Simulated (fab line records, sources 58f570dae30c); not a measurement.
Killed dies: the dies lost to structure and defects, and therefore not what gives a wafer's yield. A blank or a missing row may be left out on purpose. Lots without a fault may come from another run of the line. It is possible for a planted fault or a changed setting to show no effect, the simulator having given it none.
fab line records	flow berkeley_cmos170	part 1 of 2: steps 1 to 37 of 44
record: lots: 7	wafers: 21	last_day: 12
route steps=331 shown PVT@118 GATE@125 FIELD@126 PLDD@145 NLDD@158 SILICIDE@210 M3@331
lots that met no fault: taken from a fault-free run of the same line
start_h: hours from the record's opening day to when the first of the lot's shown wafers began	wait_h: hours elapsed since this lot's preceding step	" same as the row above	L1.1+2: a row that stands for several wafers	- value missing, or start not given	* or withheld: withheld	< > ~ a bound
route shown NAME@n: NAME is a module with steps in the file, n the number in the route of the first one	usual: mean/standard deviation taken from wafers without a fault	same: alike in all rows	chamber/n: place in a boat	sites: per-site readings	_std_site: the values' standard deviation	_edge_site: the outer-site mean with the inner-site mean subtracted	radius_mm: for every site, how far away it sits from the centre of the wafer	mask NAME#n: copy n	behind: the tool/chamber that last shaped the wafer	hold: what put the lot on hold/how long, in hours/how the hold closed	device: the n, p or np transistor that did not switch	end of line: the route-end tests of the same wafers	a step with no rows: only its recipe	killed: dies that structure and defects cost at the first sort, which is not the same as the wafer's yield	map: shows each die of a wafer: x if killed, . if not, _ if none is there
set.NAME: the setting that was run; set.NAME@STEP: the one run at that earlier step	model.NAME: the simulator's own value behind a step, which no gauge read
lots at selected steps of the route; one table per step, one row per wafer
services: from which hour (start_h, from the record's first day; less than 0 if before it) a tool's chamber was out of use, for how many hours, and why
== steps ==
step: UCB170_PVT_EXPOSE_03
recipe: mask_id: NWELL	target_cd_nm: 3000	na: 0.5	sigma_outer: 0.6	source_shape: conventional	dose_mj: 30
step: UCB170_PVT_PEB_04
recipe: peb_temp_c: 130	peb_time_s: withheld	resist: KrF
step: UCB170_PVT_DEVELOP_05
recipe: developer: TMAH	develop_time_s: 45	resist: KrF	dev_temp_c: 21
step: UCB170_PVT_OVL_MEAS_06
usual: PVT_OVL: 3/6.6
lot.wafer	tool	chamber	start_h	wait_h	PVT_OVL[nm]
L542.1	overlay-01	-	126.59	-	-7
L542.3	"	-	"	"	0
L542.6	"	-	"	"	-11
L550.2	overlay-01	-	159.88	-	-8
L550.3	"	-	"	"	13
L550.4	"	-	"	"	1
L549.1	overlay-01	-	168.25	-	3
L549.3	"	-	"	"	1
L549.5	"	-	"	"	4
L551.1	overlay-01	-	181.78	-	7
L551.2	"	-	"	"	7
L551.3	"	-	"	"	8
L552.2	overlay-02	-	182.06	-	-1
L552.3	"	-	"	"	6
L552.6	"	-	"	"	5
L557.2	overlay-01	-	204.82	-	-4
L557.3	"	-	"	"	-4
L557.4	"	-	"	"	1
L562.1	overlay-01	-	223.09	-	10
L562.5	"	-	"	"	6
L562.6	"	-	"	"	3
step: UCB170_PVT_IMPLANT_07
recipe: species: P	dose_cm2: 2e+12	energy_kev: 30	tilt_deg: 7
step: UCB170_PVT_STRIP_08
recipe: chemistry: O2	power_w: 400	pressure_mtorr: 3500	platen_temp_c: withheld	o2_flow_sccm: 400	overash_fraction: 0.5
usual: drypump_motor_current_A: 5.4/0.33	oes_product_au: 0.735/0.0047	strip_time_to_endpoint_s: 21.61/0.054
same: overash_fraction: 0.5
lot.wafer	tool	chamber	start_h	wait_h	drypump_motor_current_A	oes_product_au	rf_hours_counter_h	strip_time_to_endpoint_s
L542.1	plasma_asher-03	1	126.77	0.1	5.1	0.744	1	21.55
L542.3	"	0	"	"	5.5	0.731	-	21.64
L542.6	"	1	"	"	5.1	0.733	-	21.58
L550.2	plasma_asher-01	1	160.06	0.1	5.9	0.743	39	21.69
L550.3	"	1	"	"	5.9	0.735	-	21.60
L550.4	"	0	"	"	5.0	0.732	-	21.71
L549.1	plasma_asher-01	1	168.44	0.1	5.8	0.737	40	21.58
L549.3	"	1	"	"	5.9	0.734	-	21.62
L549.5	"	1	"	"	5.9	0.731	-	21.67
L551.1	plasma_asher-01	1	181.97	0.1	5.9	0.726	42	21.60
L551.2	"	0	"	"	5.0	0.734	42	21.67
L551.3	"	0	"	"	5.0	0.732	-	21.61
L552.2	plasma_asher-03	1	182.24	0.1	5.1	0.742	7	21.61
L552.3	"	0	"	"	5.5	0.733	-	21.61
L552.6	"	1	"	"	5.1	0.730	-	21.66
L557.2	plasma_asher-02	0	205.00	0.1	5.4	0.737	53	21.73
L557.3	"	0	"	"	5.4	0.730	-	21.74
L557.4	"	1	"	"	5.8	0.742	-	21.81
L562.1	plasma_asher-02	0	223.28	0.1	5.4	0.735	55	21.63
L562.5	"	1	"	"	5.8	0.725	-	21.64
L562.6	"	0	"	"	5.4	0.743	-	21.62
step: UCB170_PVT_TW_MEAS_09
usual: PVT_TW: 506/3.6
lot.wafer	tool	chamber	start_h	wait_h	PVT_TW
L542.1	film_metro-04	-	126.91	0.1	505
L542.3	"	-	"	"	503
L542.6	"	-	"	"	506
L550.2	film_metro-02	-	160.17	0.1	508
L550.3	"	-	"	"	505
L550.4	"	-	"	"	503
L549.1	film_metro-03	-	168.58	0.1	512
L549.3	"	-	"	"	513
L549.5	"	-	"	"	512
L551.1	film_metro-03	-	182.07	0.1	511
L551.2	"	-	"	"	513
L551.3	"	-	"	"	514
L552.2	film_metro-02	-	182.35	0.1	505
L552.3	"	-	"	"	504
L552.6	"	-	"	"	503
L557.2	film_metro-04	-	205.11	0.1	505
L557.3	"	-	"	"	504
L557.4	"	-	"	"	504
L562.1	film_metro-04	-	223.38	0.1	501
L562.5	"	-	"	"	502
L562.6	"	-	"	"	502
step: UCB170_GATE_WET_ETCH_00
recipe: chemistry: dHF	dilution: 25:1	target: SiO2	temp_c: 25	time_s: 200
step: UCB170_FIELD_THK_MEAS_91
recipe: reads: SiO2_of_FIELD_OXIDATION_01
usual: FIELD_OXIDE_LEFT_2_THK: 358/13
lot.wafer	tool	chamber	start_h	wait_h	FIELD_OXIDE_LEFT_2_THK[nm]
L542.1	film_metro-02	-	127.03	0.0	365
L542.3	"	-	"	"	367
L542.6	"	-	"	"	371
L550.2	film_metro-02	-	160.29	0.0	360
L550.3	"	-	"	"	365
L550.4	"	-	"	"	360
L549.1	film_metro-03	-	168.70	0.0	362
L549.3	"	-	"	"	361
L549.5	"	-	"	"	363
L551.1	film_metro-03	-	182.19	0.0	375
L551.2	"	-	"	"	381
L551.3	"	-	"	"	366
L552.2	film_metro-04	-	182.48	0.0	364
L552.3	"	-	"	"	368
L552.6	"	-	"	"	347
L557.2	film_metro-02	-	205.75	0.0	346
L557.3	"	-	"	"	343
L557.4	"	-	"	"	348
L562.1	film_metro-02	-	223.79	0.0	380
L562.5	"	-	"	"	379
L562.6	"	-	"	"	378
step: UCB170_GATE_OXIDATION_01
recipe: temp_c: 850	ambient: O2	target_thk_a: 66	ox_time_s: 1800
step: UCB170_GATE_THK_MEAS_02
recipe: reads: SiO2_of_GATE_OXIDATION_01
usual: GATE_OXIDE_THK: 6.57/0.13
lot.wafer	tool	chamber	start_h	wait_h	GATE_OXIDE_THK[nm]
L542.1	film_metro-02	-	132.08	0.1	6.37
L542.3	"	-	"	"	6.35
L542.6	"	-	"	"	6.36
L550.2	film_metro-02	-	168.10	0.0	6.40
L550.3	"	-	"	"	6.47
L550.4	"	-	"	"	6.47
L549.1	film_metro-02	-	173.92	0.0	6.53
L549.3	"	-	"	"	6.82
L549.5	"	-	"	"	6.89
L551.1	film_metro-01	-	187.80	0.0	6.30
L551.2	"	-	"	"	6.43
L551.3	"	-	"	"	6.35
L552.2	film_metro-03	-	187.81	0.0	6.32
L552.3	"	-	"	"	6.47
L552.6	"	-	"	"	6.42
L557.2	film_metro-01	-	207.98	0.0	6.77
L557.3	"	-	"	"	6.73
L557.4	"	-	"	"	6.71
L562.1	film_metro-03	-	227.59	0.0	6.56
L562.5	"	-	"	"	6.59
L562.6	"	-	"	"	6.61
step: UCB170_GATE_ANNEAL_03
recipe: temp_c: 900	time_s: 1800	ambient: N2
step: UCB170_GATE_CVD_04
recipe: material: poly-Si	temp_c: 610	precursor: SiH4	time_s: 1440	pressure_mtorr: 375	target_thk_nm: 214	sih4_flow_sccm: 120
usual: spike_tc_centre_C: 612.5/1.2	spike_tc_load_C: 629.8/2.1	spike_tc_source_C: 631.0/2.5	susceptor_temp_C: 610.00/0.28	zone_power_load_pct: 12.3/1.3	zone_power_source_pct: 10.7/1.3
lot.wafer	tool	chamber	start_h	wait_h	spike_tc_centre_C	spike_tc_load_C	spike_tc_source_C	susceptor_temp_C	zone_power_load_pct	zone_power_source_pct	model.poly-Si_of_GATE_CVD_04.thk_nm
L542.1	lpcvd-02	0	137.22	0.0	611.9	629.3	629.2	609.68	10.2	12.2	213.8
L542.3	"	0	"	"	611.5	632.1	627.8	609.46	10.3	12.4	213.6
L542.6	"	0	"	"	611.2	631.5	627.4	609.86	10.2	12.4	214.1
L550.2	lpcvd-01	1	171.66	0.0	613.6	633.0	630.8	610.13	12.7	10.9	215.1
L550.3	"	1	"	"	612.8	635.2	630.2	610.34	12.8	10.8	216.6
L550.4	"	1	"	"	613.4	633.8	630.7	609.91	12.4	10.9	214.7
L549.1	lpcvd-01	1	179.92	0.0	591.0	612.1	609.1	589.51	11.6	10.3	126.1
L549.3	"	1	"	"	592.6	610.8	610.3	589.45	11.6	10.4	128.6
L549.5	"	1	"	"	592.9	611.1	608.9	589.44	11.8	10.3	127.2
L551.1	lpcvd-01	0	193.55	0.0	590.3	608.5	610.3	588.90	11.8	10.6	129.2
L551.2	"	0	"	"	588.5	607.0	611.5	589.33	11.7	10.7	131.6
L551.3	"	0	"	"	591.2	609.1	609.2	588.80	11.8	10.4	129.2
L552.2	lpcvd-01	0	193.55	0.0	591.4	607.4	611.2	588.88	11.6	10.6	126.5
L552.3	"	0	"	"	590.8	608.1	610.9	589.26	11.8	10.7	127.1
L552.6	"	0	"	"	590.9	608.3	610.8	589.36	11.9	10.5	126.8
L557.2	lpcvd-02	1	212.30	0.6	612.5	628.5	633.9	609.70	13.4	9.0	212
L557.3	"	1	"	"	610.7	626.8	635.0	609.99	13.5	9.1	212.2
L557.4	"	1	"	"	613.2	626.3	631.0	610.09	13.3	8.9	211.5
L562.1	lpcvd-02	1	231.63	0.0	612.2	629.2	633.0	609.72	13.6	9.0	213.9
L562.5	"	1	"	"	613.0	629.6	633.8	609.72	13.6	8.9	215.7
L562.6	"	1	"	"	610.3	629.2	633.3	609.87	13.6	9.1	215.8
step: UCB170_GATE_THK_MEAS_05
recipe: reads: poly-Si_of_GATE_CVD_04
usual: GATE_POLY_THK: 214.5/2.1
lot.wafer	tool	chamber	start_h	wait_h	GATE_POLY_THK[nm]
L542.1	film_metro-03	-	138.68	0.1	213.8
L542.3	"	-	"	"	213.6
L542.6	"	-	"	"	214.1
L550.2	film_metro-02	-	173.07	0.0	215.0
L550.3	"	-	"	"	216.5
L550.4	"	-	"	"	214.5
L549.1	film_metro-03	-	181.32	0.0	126.1
L549.3	"	-	"	"	128.6
L549.5	"	-	"	"	127.2
L551.1	film_metro-02	-	194.95	0.0	129.2
L551.2	"	-	"	"	131.6
L551.3	"	-	"	"	129.3
L552.2	film_metro-03	-	194.97	0.0	126.5
L552.3	"	-	"	"	127.2
L552.6	"	-	"	"	126.6
L557.2	film_metro-03	-	213.71	0.0	212.1
L557.3	"	-	"	"	212.1
L557.4	"	-	"	"	211.5
L562.1	film_metro-02	-	233.73	0.0	213.9
L562.5	"	-	"	"	215.5
L562.6	"	-	"	"	215.7
step: UCB170_GATE_COAT_06
recipe: resist: BARC	temp_c: withheld	time_s: withheld	spin_rpm: 3000	resist_thk_nm: withheld
step: UCB170_GATE_COAT_07
recipe: resist: KrF	spin_rpm: 1500	resist_thk_nm: 900
step: UCB170_GATE_SOFTBAKE_08
recipe: resist: KrF	temp_c: 130	time_s: 60
step: UCB170_GATE_EXPOSE_09
recipe: mask_id: POLY	target_cd_nm: 350	na: 0.5	sigma_outer: 0.6	source_shape: conventional	dose_mj: 21
step: UCB170_GATE_PEB_10
recipe: peb_temp_c: 130	peb_time_s: withheld	resist: KrF
step: UCB170_GATE_DEVELOP_11
recipe: developer: TMAH	develop_time_s: 45	resist: KrF	dev_temp_c: 21
step: UCB170_GATE_CD_MEAS_12
recipe: target_cd_nm: 350
usual: cd_nm: 349.5/1.5
lot.wafer	tool	chamber	start_h	wait_h	cd_nm
L542.1	cd_sem-01	-	140.33	-	350.3
L542.3	"	-	"	"	350.6
L542.6	"	-	"	"	351.6
L550.2	cd_sem-02	-	174.11	-	351.1
L550.3	"	-	"	"	349.0
L550.4	"	-	"	"	349.9
L549.1	cd_sem-01	-	182.35	-	351.0
L549.3	"	-	"	"	349.2
L549.5	"	-	"	"	350.0
L551.1	cd_sem-02	-	196.19	-	348.4
L551.2	"	-	"	"	348.5
L551.3	"	-	"	"	346.3
L552.2	cd_sem-02	-	196.48	-	352.8
L552.3	"	-	"	"	351.6
L552.6	"	-	"	"	352.9
L557.2	cd_sem-01	-	214.87	-	349.5
L557.3	"	-	"	"	349.2
L557.4	"	-	"	"	347.6
L562.1	cd_sem-02	-	235.25	-	348.5
L562.5	"	-	"	"	350.5
L562.6	"	-	"	"	350.2
step: UCB170_GATE_OVL_MEAS_13
usual: GATE_OVL: 2/4.6
lot.wafer	tool	chamber	start_h	wait_h	GATE_OVL[nm]
L542.1	overlay-02	-	140.45	0.1	6
L542.3	"	-	"	"	3
L542.6	"	-	"	"	7
L550.2	overlay-02	-	174.22	0.1	6
L550.3	"	-	"	"	2
L550.4	"	-	"	"	2
L549.1	overlay-01	-	182.47	0.1	2
L549.3	"	-	"	"	3
L549.5	"	-	"	"	3
L551.1	overlay-01	-	196.31	0.1	3
L551.2	"	-	"	"	5
L551.3	"	-	"	"	4
L552.2	overlay-01	-	196.58	0.1	-3
L552.3	"	-	"	"	-4
L552.6	"	-	"	"	0
L557.2	overlay-01	-	214.97	0.1	2
L557.3	"	-	"	"	8
L557.4	"	-	"	"	6
L562.1	overlay-01	-	235.37	0.1	2
L562.5	"	-	"	"	-1
L562.6	"	-	"	"	5
step: UCB170_GATE_ETCH_14
recipe: chemistry: N2/H2	target_depth_a: withheld	overetch_a: withheld	target: BARC	time_s: withheld	source_w: 500	bias_w: 100	pressure_mtorr: 30	n2_flow_sccm: 100	h2_flow_sccm: 200
usual: drypump_motor_current_A: 5.8/0.52	h2_flow_sccm: 200.0/0.61	oes_product_au: 1.004/0.024	throttle_valve_pct: 13.32/0.14
lot.wafer	tool	chamber	start_h	wait_h	drypump_motor_current_A	h2_flow_sccm	oes_product_au	throttle_valve_pct
L542.1	rie_diel-04	0	140.49	0.0	6.3	199.8	1.050	13.27
L542.3	"	1	"	"	4.8	199.3	0.984	13.44
L542.6	"	1	"	"	4.8	201.1	0.989	13.45
L550.2	rie_diel-01	0	174.25	0.0	6.2	198.7	1.032	13.10
L550.3	"	3	"	"	5.2	200.3	1.023	13.42
L550.4	"	0	"	"	6.2	199.6	1.022	13.10
L549.1	rie_diel-03	3	182.51	0.0	6.5	200.7	0.986	13.33
L549.3	"	1	"	"	5.7	200.3	0.985	13.36
L549.5	"	0	"	"	6.1	199.0	1.009	13.27
L551.1	rie_diel-03	2	196.35	0.0	6.0	199.3	0.989	13.52
L551.2	"	1	"	"	5.7	199.8	0.990	13.37
L551.3	"	0	"	"	6.1	199.2	1.012	13.26
L552.2	rie_diel-01	0	196.61	0.0	6.3	199.5	1.036	13.13
L552.3	"	1	"	"	5.4	199.7	0.981	13.16
L552.6	"	3	"	"	5.2	200.2	1.019	13.41
L557.2	rie_diel-03	1	215.00	0.0	5.7	200.4	0.999	13.37
L557.3	"	0	"	"	6.1	201.1	1.008	13.26
L557.4	"	2	"	"	5.9	199.9	0.994	13.51
L562.1	rie_diel-01	1	235.41	0.0	5.4	199.6	0.996	13.15
L562.5	"	1	"	"	5.4	199.4	1.000	13.15
L562.6	"	0	"	"	6.2	200.1	1.038	13.12
step: UCB170_GATE_ETCH_15
recipe: chemistry: HBr/Cl2	target: poly-Si	stop_on: SiO2	over_etch_frac: 0.3	icp_w: 300	bias_w: 150	time_s: 56.3	pressure_mtorr: 15	HBr_flow_sccm: 150	Cl2_flow_sccm: 50	target_depth_a: 2782
usual: drypump_motor_current_A: 5.8/0.33	oes_product_au: 0.832/0.014	throttle_valve_pct: 26.51/0.23
lot.wafer	tool	chamber	start_h	wait_h	drypump_motor_current_A	oes_product_au	rf_hours_counter_h	throttle_valve_pct	model.etch.depth_nm	model.GATE.feature_depth_nm
L542.1	rie_si-02	2	140.53	-	5.6	0.832	84	26.88	213.8	213.8
L542.3	"	3	"	"	5.7	0.820	78	26.26	213.6	213.6
L542.6	"	0	"	"	5.9	0.818	-	26.88	214.1	214.2
L550.2	rie_si-02	3	174.31	-	5.7	0.831	78	26.25	215.1	215.1
L550.3	"	1	"	"	5.3	0.833	5	26.51	216.6	216.6
L550.4	"	2	"	"	5.7	0.830	-	26.89	214.7	214.7
L549.1	rie_si-02	2	182.55	-	5.6	0.603	84	26.88	126.1	126.2
L549.3	"	1	"	"	5.3	0.605	5	26.51	128.6	128.6
L549.5	"	3	"	"	5.7	0.604	-	26.27	127.2	127.2
L551.1	rie_si-01	1	196.39	-	5.7	0.619	1	26.31	129.2	129.2
L551.2	"	3	"	"	6.5	0.617	74	26.25	131.6	131.6
L551.3	"	0	"	"	5.5	0.631	2	26.49	129.2	129.3
L552.2	rie_si-02	1	196.65	-	5.3	0.602	5	26.51	126.5	126.5
L552.3	"	2	"	"	5.6	0.610	84	26.89	127.1	127.1
L552.6	"	2	"	"	5.6	0.603	-	26.88	126.8	126.8
L557.2	rie_si-02	3	215.04	-	5.7	0.820	78	26.27	212	212
L557.3	"	0	"	"	5.9	0.828	0	26.77	212.2	212.2
L557.4	"	2	"	"	5.6	0.832	84	26.89	211.5	211.5
L562.1	rie_si-02	0	235.45	-	5.9	0.844	0	26.78	213.9	213.9
L562.5	"	2	"	"	5.7	0.833	-	26.90	215.7	215.7
L562.6	"	1	"	"	5.3	0.826	-	26.53	215.8	215.8
step: UCB170_GATE_STRIP_16
recipe: chemistry: O2	power_w: 400	pressure_mtorr: 3500	platen_temp_c: withheld	o2_flow_sccm: 400	overash_fraction: 0.5
usual: drypump_motor_current_A: 5.6/0.4	oes_product_au: 0.724/0.0041
same: overash_fraction: 0.5
lot.wafer	tool	chamber	start_h	wait_h	drypump_motor_current_A	oes_product_au	rf_hours_counter_h
L542.1	plasma_asher-01	0	140.58	0.0	5.0	0.725	37
L542.3	"	1	"	"	5.9	0.719	-
L542.6	"	0	"	"	5.0	0.720	-
L550.2	plasma_asher-01	1	174.36	0.0	5.9	0.729	41
L550.3	"	1	"	"	5.9	0.724	-
L550.4	"	0	"	"	5.0	0.726	-
L549.1	plasma_asher-04	1	182.60	0.0	5.5	0.719	45
L549.3	"	1	"	"	5.5	0.728	-
L549.5	"	1	"	"	5.5	0.720	-
L551.1	plasma_asher-04	1	196.44	0.0	5.5	0.715	47
L551.2	"	0	"	"	6.2	0.726	47
L551.3	"	1	"	"	5.5	0.727	-
L552.2	plasma_asher-04	1	196.70	0.0	5.5	0.731	47
L552.3	"	0	"	"	6.2	0.730	-
L552.6	"	0	"	"	6.2	0.723	-
L557.2	plasma_asher-04	0	215.09	0.0	6.2	0.720	50
L557.3	"	1	"	"	5.5	0.728	-
L557.4	"	0	"	"	6.2	0.731	-
L562.1	plasma_asher-01	0	235.50	0.0	5.0	0.725	46
L562.5	"	0	"	"	5.0	0.730	-
L562.6	"	1	"	"	5.9	0.729	-
step: UCB170_GATE_CD_MEAS_90
recipe: target_cd_nm: 350
usual: cd_nm: 349.3/1.5
lot.wafer	tool	chamber	start_h	wait_h	cd_nm
L542.1	cd_sem-01	-	140.68	0.1	349.1
L542.3	"	-	"	"	350.3
L542.6	"	-	"	"	352.0
L550.2	cd_sem-01	-	174.48	0.1	351.1
L550.3	"	-	"	"	348.9
L550.4	"	-	"	"	349.7
L549.1	cd_sem-02	-	182.70	0.1	349.8
L549.3	"	-	"	"	349.0
L549.5	"	-	"	"	349.6
L551.1	cd_sem-02	-	196.58	0.1	348.7
L551.2	"	-	"	"	348.3
L551.3	"	-	"	"	346.8
L552.2	cd_sem-01	-	196.82	0.1	352.0
L552.3	"	-	"	"	352.4
L552.6	"	-	"	"	352.4
L557.2	cd_sem-02	-	215.21	0.1	349.4
L557.3	"	-	"	"	348.0
L557.4	"	-	"	"	348.1
L562.1	cd_sem-02	-	235.60	0.1	348.3
L562.5	"	-	"	"	350.7
L562.6	"	-	"	"	350.0
step: UCB170_GATE_CLEAN_17
recipe: chemistry: SPM	temp_c: 120	time_s: 600
step: UCB170_PLDD_HMDS_00
recipe: prime_time_s: 60	prime_temp_c: 100
step: UCB170_PLDD_COAT_01
recipe: resist: KrF	spin_rpm: 1500	resist_thk_nm: 900
step: UCB170_PLDD_SOFTBAKE_02
recipe: resist: KrF	temp_c: 130	time_s: 60
step: UCB170_PLDD_EXPOSE_03
recipe: mask_id: PSELECT	na: 0.5	sigma_outer: 0.6	source_shape: conventional	target_cd_nm: 1200	dose_mj: 30
step: UCB170_PLDD_PEB_04
recipe: peb_temp_c: 130	peb_time_s: withheld	resist: KrF
step: UCB170_PLDD_DEVELOP_05
recipe: developer: TMAH	develop_time_s: 45	resist: KrF	dev_temp_c: 21
step: UCB170_PLDD_CD_MEAS_06
recipe: target_cd_nm: 1200
usual: cd_nm: 1200.0/1.5
lot.wafer	tool	chamber	start_h	wait_h	cd_nm
L542.1	cd_sem-01	-	142.50	-	1202.5
L542.3	"	-	"	"	1200.0
L542.6	"	-	"	"	1201.0
L550.2	cd_sem-02	-	175.62	-	1198.4
L550.3	"	-	"	"	1199.4
L550.4	"	-	"	"	1199.8
L549.1	cd_sem-01	-	184.01	-	1198.5
L549.3	"	-	"	"	1199.5
L549.5	"	-	"	"	1198.5
L551.1	cd_sem-02	-	197.71	-	1201.6
L551.2	"	-	"	"	1202.2
L551.3	"	-	"	"	1201.1
L552.2	cd_sem-02	-	200.38	-	1200.8
L552.3	"	-	"	"	1201.8
L552.6	"	-	"	"	1199.6
L557.2	cd_sem-02	-	216.56	-	1200.1
L557.3	"	-	"	"	1200.2
L557.4	"	-	"	"	1198.7
L562.1	cd_sem-02	-	237.67	-	1199.9
L562.5	"	-	"	"	1201.4
L562.6	"	-	"	"	1202.0
step: UCB170_PLDD_OVL_MEAS_07
usual: PLDD_OVL: 1/5.4
lot.wafer	tool	chamber	start_h	wait_h	PLDD_OVL[nm]
L542.1	overlay-02	-	142.62	0.1	1
L542.3	"	-	"	"	10
L542.6	"	-	"	"	7
L550.2	overlay-02	-	175.72	0.1	4
L550.3	"	-	"	"	-1
L550.4	"	-	"	"	8
L549.1	overlay-02	-	184.13	0.1	11
L549.3	"	-	"	"	2
L549.5	"	-	"	"	2
L551.1	overlay-02	-	197.83	0.1	-8
L551.2	"	-	"	"	-3
L551.3	"	-	"	"	-3
L552.2	overlay-02	-	200.49	0.1	-1
L552.3	"	-	"	"	-8
L552.6	"	-	"	"	4
L557.2	overlay-02	-	216.66	0.1	10
L557.3	"	-	"	"	-4
L557.4	"	-	"	"	3
L562.1	overlay-02	-	237.80	0.1	-6
L562.5	"	-	"	"	-4
L562.6	"	-	"	"	-7
step: UCB170_PLDD_IMPLANT_08
recipe: species: BF2	dose_cm2: 5e+13	energy_kev: 10	tilt_deg: 7	rotation_deg: 0
step: UCB170_PLDD_IMPLANT_09
recipe: species: BF2	dose_cm2: 5e+13	energy_kev: 10	tilt_deg: 7	rotation_deg: 180
== key ==
first_sign: step: UCB170_GATE_CVD_04	reading: susceptor_temp_C	direction: down	sigmas: 74	usual: *	struck: *
effect: step: UCB170_GATE_CVD_04	reading: spike_tc_centre_C	direction: down	sigmas: 18	usual: 612.5	struck: 591.1
effect: step: UCB170_GATE_THK_MEAS_05	reading: GATE_POLY_THK	direction: down	sigmas: 40	usual: 214.5	struck: 128.0
effect: step: UCB170_GATE_ETCH_15	reading: oes_product_au	direction: down	sigmas: 16	usual: 0.832	struck: 0.610
model_effect: step: UCB170_GATE_CVD_04	value: poly-Si_of_GATE_CVD_04.thk_nm	without: 213.1	struck: 128
model_effect: step: UCB170_GATE_ETCH_15	value: etch.depth_nm	without: 213.1	struck: 128
model_effect: step: UCB170_SILICIDE_PRE_CLEAN_00	value: poly-Si_of_GATE_CVD_04.thk_nm	without: 206.2	struck: 121.2
met_at UCB170_GATE_CVD_04
struck_wafers L549.1,L549.3,L549.5,L551.1,L551.2,L551.3,L552.2,L552.3,L552.6
tester_left_out L549,L551,L552
onset_between 171.66 179.92
fault: kind: process_parameter_drift	tool: lpcvd-01	chamber: -	onset_h: 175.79	steps: UCB170_GATE_CVD_04	channel: temp_c	offset: *	shape: step	end_h: 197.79	acts_in: *	stated: *
tester_left_out: of these lots the tester's yield and bins aren't shown, on N5 and GAA mostly nor the transistor test; their killed dies are dies lost to structure and defects alone, not to doping, threshold or leakage, so they don't give the yield
